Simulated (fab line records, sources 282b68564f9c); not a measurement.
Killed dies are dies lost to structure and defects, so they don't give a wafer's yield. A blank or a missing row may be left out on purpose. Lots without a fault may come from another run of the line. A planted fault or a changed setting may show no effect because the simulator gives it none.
One fault seen from 2 desks | flow rit_cmos | each desk has only its own numbers; what lay behind them comes last

THE METROLOGY DESK
What the gauges read, lot by lot, whatever tool the lot ran on: means of the sampled wafers that have a number. A lot is out of limits, marked OUT, if its mean lies more than 4 standard deviations from the usual mean; the brackets give that distance. Of its 10 readings 7 are shown: those that lie furthest out on some lot.
Columns: A = PLDD_OVL at RIT_PLDD_OVL_MEAS_06, usual -0.3 nm; B = PLDD_TW at RIT_PLDD_TW_MEAS_10, usual 2348; C = SPACER_NITRIDE_THK at RIT_SPACER_THK_MEAS_04, usual 250.5 nm; D = PSD_OVL at RIT_PSD_OVL_MEAS_06, usual -0.7 nm; E = PSD_RS at RIT_SDANNEAL_RS_MEAS_04, usual 115.8 ohm/sq; F = NSD_RS at RIT_SDANNEAL_RS_MEAS_05, usual 84.3 ohm/sq; G = PLDD_RS at RIT_SDANNEAL_RS_MEAS_06, usual 179.5 ohm/sq
lot  | first seen here | A    | B    | C     | D    | E     | F    | G
L580 | day 3 19:24     | -1.5 | 2338 | 249.6 | 2.7  | 115.9 | 83.7 | 178.6
L581 | day 3 21:50     | 1.1  | 2381 | 254.6 | -0.9 | 116.3 | 84.7 | 179.9
L594 | day 6 15:56     | 0.1  | 2352 | 249.8 | 1.2  | 115.8 | 84.4 | 179.4
L595 | day 6 23:45     | -1.1 | 2356 | 248.2 | -0.9 | 115.6 | 84.2 | 178.8
L596 | day 7 01:53     | -0.0 | 2345 | 252.0 | -1.3 | 116.4 | 84.7 | 180.6
L599 | day 7 14:19     | 0.5  | 2347 | 252.8 | -1.6 | 115.9 | 84.2 | 179.1
This desk's finding: nothing out of limits on any of the 6 lots.

THE TOOL OWNER'S DESK: rie_diel-02
The tool's own readings at RIT_SPACER_ETCHBACK_05 (etches Si3N4 in SF6/CHF3, stops on SiO2, target depth 250 nm, time 229.8 s): means of the sampled wafers that have a number, for each lot that ran on this tool. A lot is out of limits, marked OUT, if its mean lies more than 4 standard deviations from the usual mean; the brackets give that distance.
Columns: A = SF6_flow_sccm at RIT_SPACER_ETCHBACK_05, usual 29.99 sccm; B = drypump_motor_current_A at RIT_SPACER_ETCHBACK_05, usual 5.8 A; C = oes_product_au at RIT_SPACER_ETCHBACK_05, usual 0.870 a.u.; D = throttle_valve_pct at RIT_SPACER_ETCHBACK_05, usual 10.32 %
lot  | first seen here | A     | B   | C     | D
L581 | day 4 01:47     | 30.06 | 5.7 | 0.876 | 10.18
L594 | day 6 18:53     | 30.05 | 5.8 | 0.885 | 10.25
L595 | day 7 02:49     | 29.97 | 6.0 | 0.866 | 10.21
This desk's finding: nothing out of limits on any of the 3 lots.

PUT TOGETHER
The metrology desk saw nothing out of limits.
The tool owner's desk saw nothing out of limits.

WHAT THE SIMULATOR HAD PUT IN
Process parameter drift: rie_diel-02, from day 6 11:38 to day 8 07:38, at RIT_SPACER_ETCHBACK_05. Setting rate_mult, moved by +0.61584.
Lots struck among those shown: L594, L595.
